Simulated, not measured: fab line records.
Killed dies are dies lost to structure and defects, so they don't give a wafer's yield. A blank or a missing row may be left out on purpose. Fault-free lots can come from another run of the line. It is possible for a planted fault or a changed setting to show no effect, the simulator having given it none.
Split-lot study :: flow berkeley-cmos170 :: 23 wafers read from 5 lots, route of 331 steps

== SPLIT DETAILS ==
At UCB170_M1_COAT_04 (resist thk 900 nm), the setting spin-rpm was moved away from the recipe's 1500 rpm on 8 of the 23 wafers read, by +2.0% to +7.4%. This setting was run at the recipe's value on the other wafers.

The split's own step is where the reading is taken.

== THE READING ==
KrF_of_M1_COAT_04.thk-nm (the simulator's own value, which no gauge read), in nm, at UCB170_M1_COAT_04 (resist thk 900 nm). There is no usual value for it anywhere in the file. Here, 15 wafers ran the recipe; their average is 897.9 nm with a standard deviation of 2.3 nm.

wafer: L078.1
tool, chamber at the split: litho-track-01, 0
spin-rpm as run, rpm: 1500
against the recipe: recipe
KrF_of_M1_COAT_04.thk-nm, nm: 899.4
against lot-mates on the recipe: -

wafer: L078.4
tool, chamber at the split: litho-track-01, 0
spin-rpm as run, rpm: 1500
against the recipe: recipe
KrF_of_M1_COAT_04.thk-nm, nm: 896.8
against lot-mates on the recipe: -

wafer: L078.5
tool, chamber at the split: litho-track-01, 0
spin-rpm as run, rpm: 1500
against the recipe: recipe
KrF_of_M1_COAT_04.thk-nm, nm: 897.1
against lot-mates on the recipe: -

wafer: L079.1
tool, chamber at the split: litho-track-01, 0
spin-rpm as run, rpm: 1551
against the recipe: +3.4%
KrF_of_M1_COAT_04.thk-nm, nm: 882.3
against lot-mates on the recipe: -15.9

wafer: L079.2
tool, chamber at the split: litho-track-01, 0
spin-rpm as run, rpm: 1500
against the recipe: recipe
KrF_of_M1_COAT_04.thk-nm, nm: 897
against lot-mates on the recipe: -

wafer: L079.4
tool, chamber at the split: litho-track-01, 0
spin-rpm as run, rpm: 1551
against the recipe: +3.4%
KrF_of_M1_COAT_04.thk-nm, nm: 881
against lot-mates on the recipe: -17.2

wafer: L079.5
tool, chamber at the split: litho-track-01, 0
spin-rpm as run, rpm: 1500
against the recipe: recipe
KrF_of_M1_COAT_04.thk-nm, nm: 899.4
against lot-mates on the recipe: -

wafer: L079.6
tool, chamber at the split: litho-track-01, 0
spin-rpm as run, rpm: 1551
against the recipe: +3.4%
KrF_of_M1_COAT_04.thk-nm, nm: 883
against lot-mates on the recipe: -15.2

wafer: L080.1
tool, chamber at the split: litho-track-03, 0
spin-rpm as run, rpm: 1530
against the recipe: +2.0%
KrF_of_M1_COAT_04.thk-nm, nm: 892.1
against lot-mates on the recipe: -8.3

wafer: L080.3
tool, chamber at the split: litho-track-03, 0
spin-rpm as run, rpm: 1530
against the recipe: +2.0%
KrF_of_M1_COAT_04.thk-nm, nm: 893.1
against lot-mates on the recipe: -7.3

wafer: L080.4
tool, chamber at the split: litho-track-03, 0
spin-rpm as run, rpm: 1500
against the recipe: recipe
KrF_of_M1_COAT_04.thk-nm, nm: 900
against lot-mates on the recipe: -

wafer: L080.5
tool, chamber at the split: litho-track-03, 0
spin-rpm as run, rpm: 1530
against the recipe: +2.0%
KrF_of_M1_COAT_04.thk-nm, nm: 893.4
against lot-mates on the recipe: -7.0

wafer: L080.6
tool, chamber at the split: litho-track-03, 0
spin-rpm as run, rpm: 1500
against the recipe: recipe
KrF_of_M1_COAT_04.thk-nm, nm: 900.8
against lot-mates on the recipe: -

wafer: L081.1
tool, chamber at the split: litho-track-01, 0
spin-rpm as run, rpm: 1500
against the recipe: recipe
KrF_of_M1_COAT_04.thk-nm, nm: 894.5
against lot-mates on the recipe: -

wafer: L081.2
tool, chamber at the split: litho-track-01, 0
spin-rpm as run, rpm: 1500
against the recipe: recipe
KrF_of_M1_COAT_04.thk-nm, nm: 893.3
against lot-mates on the recipe: -

wafer: L081.3
tool, chamber at the split: litho-track-01, 0
spin-rpm as run, rpm: 1611
against the recipe: +7.4%
KrF_of_M1_COAT_04.thk-nm, nm: 865.2
against lot-mates on the recipe: -28.9

wafer: L081.5
tool, chamber at the split: litho-track-01, 0
spin-rpm as run, rpm: 1611
against the recipe: +7.4%
KrF_of_M1_COAT_04.thk-nm, nm: 865.8
against lot-mates on the recipe: -28.3

wafer: L081.6
tool, chamber at the split: litho-track-01, 0
spin-rpm as run, rpm: 1500
against the recipe: recipe
KrF_of_M1_COAT_04.thk-nm, nm: 894.6
against lot-mates on the recipe: -

wafer: L084.1
tool, chamber at the split: litho-track-03, 0
spin-rpm as run, rpm: 1500
against the recipe: recipe
KrF_of_M1_COAT_04.thk-nm, nm: 899.8
against lot-mates on the recipe: -

wafer: L084.3
tool, chamber at the split: litho-track-03, 0
spin-rpm as run, rpm: 1500
against the recipe: recipe
KrF_of_M1_COAT_04.thk-nm, nm: 899.8
against lot-mates on the recipe: -

wafer: L084.2
tool, chamber at the split: litho-track-03, 0
spin-rpm as run, rpm: 1500
against the recipe: recipe
KrF_of_M1_COAT_04.thk-nm, nm: 897.5
against lot-mates on the recipe: -

wafer: L084.5
tool, chamber at the split: litho-track-03, 0
spin-rpm as run, rpm: 1500
against the recipe: recipe
KrF_of_M1_COAT_04.thk-nm, nm: 900.8
against lot-mates on the recipe: -

wafer: L084.6
tool, chamber at the split: litho-track-03, 0
spin-rpm as run, rpm: 1500
against the recipe: recipe
KrF_of_M1_COAT_04.thk-nm, nm: 897.6
against lot-mates on the recipe: -

FIT RESULTS
A straight line over all 23 wafers: KrF_of_M1_COAT_04.thk-nm changes by -4.36 nm for each +1% of spin-rpm; r = -0.97; the points scatter about the line by 2.4 nm.
The same after taking each lot's own level away (the mean of its wafers on the recipe; 23 wafers): -4.02 nm for each +1%; r = -0.99; scatter 1.4 nm.
According to that fit, moving spin-rpm by its largest amount changes the reading by 30 nm.
Across the lots, their own levels run from 894.13 to 900.40 nm, a range of 2.7 times the standard deviation given above.
The two slopes agree, so the slope changes little with the lot-to-lot level.
Check: with one of the wafers moved furthest among these (+7.4%) left out of the fit, the line predicts -30.5 nm for it against its lot-mates. It came out at -28.9 nm against them.

== THESE WAFERS: OTHER SPLITS ==
These wafers also went through other splits before the reading. Each is held against what the fit with the lots' levels taken away leaves over:
other split on the same wafers: UCB170_PLDD_PEB_04 peb-temp-c
wafers away from the commonest value: 5
r with KrF_of_M1_COAT_04.thk-nm (lot level and that fit taken away): +0.06

other split on the same wafers: UCB170_NSD_PEB_04 peb-temp-c
wafers away from the commonest value: 4
r with KrF_of_M1_COAT_04.thk-nm (lot level and that fit taken away): +0.10

other split on the same wafers: UCB170_NSD_IMPLANT_08 dose-cm2
wafers away from the commonest value: 9
r with KrF_of_M1_COAT_04.thk-nm (lot level and that fit taken away): +0.04

other split on the same wafers: UCB170_SILICIDE_SPUTTER_01 power-w
wafers away from the commonest value: 6
r with KrF_of_M1_COAT_04.thk-nm (lot level and that fit taken away): +0.11

other split on the same wafers: UCB170_CONTACT_PEB_13 peb-temp-c
wafers away from the commonest value: 11
r with KrF_of_M1_COAT_04.thk-nm (lot level and that fit taken away): -0.08

== THE FILE'S OWN FIT ==
KrF_of_M1_COAT_04.thk-nm changes by -4 nm for each +1% of spin-rpm, r = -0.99.
